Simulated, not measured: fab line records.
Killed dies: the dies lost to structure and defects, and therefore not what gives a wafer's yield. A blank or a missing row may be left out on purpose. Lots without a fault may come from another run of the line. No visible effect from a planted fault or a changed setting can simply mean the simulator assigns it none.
fab line records | flow rit-cmos | part 2 of 2: steps 36 to 43 of 43
record: lots: 6 wafers: 18 last-day: 7
route steps=202 shown SDANNEAL@156 PSD@157 NSD@158 PLDD@159 NLDD@160 SILICIDE@161 CONTACT@168 M1@184
lots with no fault: from the same line, run without faults
start-h: the number of hours between the record's first day and the start of the first shown wafer of the lot | wait-h: time in hours since the lot's previous step | " the same as in the row above | L1.1+2: several wafers, shown together as one row | - value missing, or start not given | * or withheld: withheld | < > ~ a bound
route shown NAME@n: names a module that has steps shown in the file, with the first one's number in the route | usual: average and standard deviation across the fault-free wafers | same: alike in all rows | chamber/n: place in a boat | sites: each site's reading | _std_site: standard deviation of those values | _edge_site: mean of outer sites minus mean of inner sites | radius-mm: for every site, how far away it sits from the centre of the wafer | mask NAME#n: copy n | behind: the tool/chamber that last shaped the wafer | hold: reason for holding the lot/hours on hold/outcome of the hold | device: transistor that didn't switch, given as n, p or np | end of line: the same wafers' tests at the end of the route | step lacking rows: just its recipe | killed: dies that structure and defects cost at the first sort, which is not the same as the wafer's yield | map: a wafer's dies, x killed, . not, _ none there
set.NAME: the setting as run; set.NAME@STEP: as run at that earlier step | model.NAME: the simulator's own value behind a step, which no gauge read
certain route steps with their lots: each step a table, each wafer a row
services: from which hour (start-h, from the record's first day; less than 0 if before it) a tool's chamber was out of use, for how many hours, and why
== steps ==
step: RIT_M1_PEB_07
recipe: resist: NOVOLAK temp-c: withheld time-s: withheld
step: RIT_M1_DEVELOP_08
recipe: resist: NOVOLAK develop-time-s: 68 dev-temp-c: 23
step: RIT_M1_CD_MEAS_09
recipe: target-cd-nm: 2600
usual: cd-nm: 2599.4/2.5
columns lot.wafer tool chamber start-h wait-h cd-nm
L866.1 cd-sem-02 - 62.68 - 2597.7
L866.2 " - " " 2599.6
L866.6 " - " " 2600.1
L867.3 cd-sem-02 - 66.54 - 2601.2
L867.4 " - " " 2601.5
L867.5 " - " " 2603.0
L873.1 cd-sem-02 - 96.05 - 2598.4
L873.4 " - " " 2598.1
L873.6 " - " " 2598.5
L876.1 cd-sem-02 - 115.83 - 2598.4
L876.3 " - " " 2598.6
L876.4 " - " " 2597.2
L886.2 cd-sem-01 - 171.93 - 2600.6
L886.3 " - " " 2602.2
L886.6 " - " " 2601.2
L888.2 cd-sem-01 - 174.09 - 2594.6
L888.5 " - " " 2595.4
L888.6 " - " " 2594.8
step: RIT_M1_OVL_MEAS_10
usual: M1_OVL: -0.9/1.4
columns lot.wafer tool chamber start-h wait-h M1_OVL[nm]
L866.1 overlay-02 - 62.80 0.1 -1.6
L866.2 " - " " -3.8
L866.6 " - " " -0.5
L867.3 overlay-02 - 66.63 0.1 -0.7
L867.4 " - " " -1.7
L867.5 " - " " -0.9
L873.1 overlay-02 - 96.17 0.1 -0.8
L873.4 " - " " -1.0
L873.6 " - " " -0.3
L876.1 overlay-02 - 115.95 0.1 -2.4
L876.3 " - " " -2.1
L876.4 " - " " -1.3
L886.2 overlay-01 - 172.03 0.1 -0.3
L886.3 " - " " -1.7
L886.6 " - " " -0.8
L888.2 overlay-02 - 174.20 0.1 -3.8
L888.5 " - " " -3.7
L888.6 " - " " -3.7
step: RIT_M1_HARDBAKE_11
recipe: resist: NOVOLAK temp-c: 140 time-s: 120
step: RIT_M1_METAL_ETCH_12
recipe: stop-on: SiO2 chemistry: Cl2/BCl3 target: Al time-s: 165 over-etch-frac: 0.5 pressure-mtorr: 103.9 target-depth-a: 6000 rf-w: 250 Cl2_flow_sccm: 60 bcl3-flow-sccm: 50
usual: drypump-motor-current-A: 5.6/0.56 oes-product-au: 0.764/0.0084 throttle-valve-pct: 8.05/0.052
columns lot.wafer tool chamber start-h wait-h drypump-motor-current-A oes-product-au rf-hours-counter-h throttle-valve-pct model.SiO2_of_CONTACT_CVD_00.thk-nm
L866.1 rie-metal-01 1 63.17 0.2 6.5 0.776 32 7.93 355.6
L866.2 " 0 " " 6.4 0.761 38 8.11 353
L866.6 " 1 " " 6.5 0.783 - 7.95 365.6
L867.3 rie-metal-02 1 66.96 0.2 5.3 0.759 - 8.03 358.4
L867.4 " 0 " " 4.9 0.765 - 8.08 365.4
L867.5 " 1 " " 5.3 0.759 - 8.03 360.4
L873.1 rie-metal-02 1 96.45 0.2 5.3 0.769 3 8.03 353.1
L873.4 " 1 " " 5.3 0.756 - 8.02 349.6
L873.6 " 0 " " 4.9 0.767 - 8.08 354.7
L876.1 rie-metal-02 1 116.24 0.2 5.3 0.767 3 8.04 360.2
L876.3 " 1 " " 5.3 0.762 - 8.02 357
L876.4 " 0 " " 4.9 0.769 - 8.07 364.1
L886.2 rie-metal-02 1 172.31 0.2 5.3 0.759 4 8.01 356.2
L886.3 " 0 " " 4.9 0.764 - 8.08 363.2
L886.6 " 1 " " 5.3 0.756 - 8.02 368.4
L888.2 rie-metal-04 0 174.48 0.2 5.3 0.750 5 8.06 357.6
L888.5 " 1 " " 5.5 0.750 - 8.07 365.9
L888.6 " 0 " " 5.4 0.763 - 8.05 366.6
step: RIT_M1_STRIP_13
recipe: chemistry: nmp resist: NOVOLAK temp-c: 80 time-s: 600 dry: n2-spin
step: RIT_M1_PROBE_99
usual: killed-at-contacts: 0.1/0.28 killed-at-front-end: 7.0/2.9 killed-dies: 7.0/2.9 killed-open: 3.4/2.1 killed-short: 3.6/1.7
same: gross-dies: 264 killed_at_M0_to_M3: 0 killed_at_M4_up: 0 killed-at-back-side: 0 killed-at-other: 0
columns lot.wafer tool chamber start-h wait-h killed-at-contacts killed-at-front-end killed-dies killed-open killed-short
L873.1 prober-01 - 99.92 0.1 0 9 9 5 4
L873.4 prober-01 - 100.07 0.2 0 3 3 3 0
L873.6 prober-01 - 100.17 0.2 0 9 9 6 3
L876.1 prober-02 - 118.51 0.1 0 8 8 4 4
L876.3 prober-02 - 118.61 0.2 1 5 6 2 4
L876.4 prober-02 - 118.66 0.2 0 9 9 6 3
L886.2 prober-02 - 174.79 0.1 0 13 13 10 3
L886.3 prober-02 - 174.84 0.2 0 8 8 2 6
L886.6 prober-02 - 174.99 0.2 0 9 9 5 4
killed by level:class
L873.1 GATE:geometric-particle:short=2 SPACER:geometric-particle:open=2 FOX1:geometric-particle:open=1 GATE:geometric-particle:open=1 REOX:geometric-particle:short=1 SILICIDE:geometric-particle:open=1 SILICIDE:geometric-particle:short=1
L873.4 REOX:geometric-particle:open=1 SPACER:geometric-particle:open=1 SILICIDE:geometric-particle:open=1
L873.6 FOX2:geometric-particle:open=2 GATE:geometric-particle:short=2 REOX:geometric-particle:open=2 SILICIDE:geometric-particle:open=2 SPACER:geometric-particle:short=1
L876.1 FOX1:geometric-particle:short=2 FOX1:geometric-particle:open=2 FOX2:geometric-particle:short=1 GATE:geometric-particle:short=1 GATE:geometric-particle:open=1 SILICIDE:geometric-particle:open=1
L876.3 GATE:geometric-particle:short=2 FOX1:geometric-particle:open=1 FOX2:geometric-particle:open=1 SPACER:geometric-particle:short=1 CONTACT:geometric-particle:short=1
L876.4 FOX1:geometric-particle:open=2 SPACER:geometric-particle:open=2 GATE:geometric-particle:short=1 GATE:geometric-particle:open=1 REOX:geometric-particle:open=1 REOX:geometric-particle:short=1 SILICIDE:geometric-particle:short=1
L886.2 GATE:geometric-particle:open=3 SILICIDE:geometric-particle:open=3 SPACER:geometric-particle:open=2 ACTIVE:geometric-particle:short=1 FOX1:geometric-particle:open=1 FOX2:geometric-particle:open=1 GATE:geometric-particle:short=1 REOX:geometric-particle:short=1
L886.3 GATE:geometric-particle:short=4 FOX1:geometric-particle:short=1 FOX1:geometric-particle:open=1 FOX2:geometric-particle:open=1 SPACER:geometric-particle:short=1
L886.6 SPACER:geometric-particle:open=3 GATE:geometric-particle:short=2 FOX2:geometric-particle:short=1 GATE:geometric-particle:open=1 REOX:geometric-particle:open=1 SPACER:geometric-particle:short=1
== services ==
columns tool chamber start-h hours kind
pecvd-03 - 45.24 2.8 pm
pvd-sputter-04 - 47.80 1.7 repair
rie-diel-01 1 53.71 25.6 repair
pecvd-03 - 54.41 5.5 pm
rie-metal-01 1 77.37 4.8 repair
rie-diel-02 0 79.37 2.1 repair
rie-metal-01 - 85.28 2.8 pm
pvd-sputter-04 - 92.36 1.4 repair
rie-diel-01 - 96.40 0.7 repair
plasma-asher-02 - 108.80 9.0 pm
pvd-sputter-01 - 111.26 4.3 repair
rie-diel-04 2 122.30 1.8 repair
rtp-anneal-01 - 127.36 5.4 pm
rie-metal-01 - 136.12 20.0 pm
pvd-sputter-02 - 141.45 3.2 repair
rie-diel-04 0 148.42 - clean
rie-diel-04 0 148.42 22.8 scheduled-down
rie-diel-04 0 148.42 22.8 vent-cycle
pvd-sputter-02 - 161.72 9.3 repair
pvd-sputter-02 - 167.20 0.7 repair
pvd-sputter-02 - 169.51 3.9 repair
rie-metal-02 - 170.45 0.9 repair
rie-diel-02 - 172.74 1.7 repair
rie-metal-01 1 173.01 4.3 repair
== key ==
first-sign: step: RIT_CONTACT_CVD_00 reading: rf-fwd-power-W direction: down sigmas: 32 usual: 396.9 struck: 349.7
effect none on later readings
model-effect: step: RIT_CONTACT_CVD_00 value: SiO2_of_CONTACT_CVD_00.thk-nm without: 408.2 struck: 393
model-effect: step: RIT_CONTACT_ETCH_11 value: etch.depth-nm without: 408.2 struck: 393
model-effect: step: RIT_M1_METAL_ETCH_12 value: SiO2_of_CONTACT_CVD_00.thk-nm without: 372 struck: 356.9
met-at RIT_CONTACT_CVD_00
struck-wafers L873.4,L876.4
tester-left-out L873,L876
onset-between 62.24 92.28
fault: kind: process-parameter-drift tool: pecvd-03 chamber: 1 onset-h: 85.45 steps: RIT_CONTACT_CVD_00 channel: rf-w offset: -48 shape: step end-h: 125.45 stated: 400
tester-left-out: of these lots the tester's yield and bins aren't shown, on N5 and GAA mostly nor the transistor test; their killed dies are dies lost to structure and defects alone, not to doping, threshold or leakage, so they don't give the yield
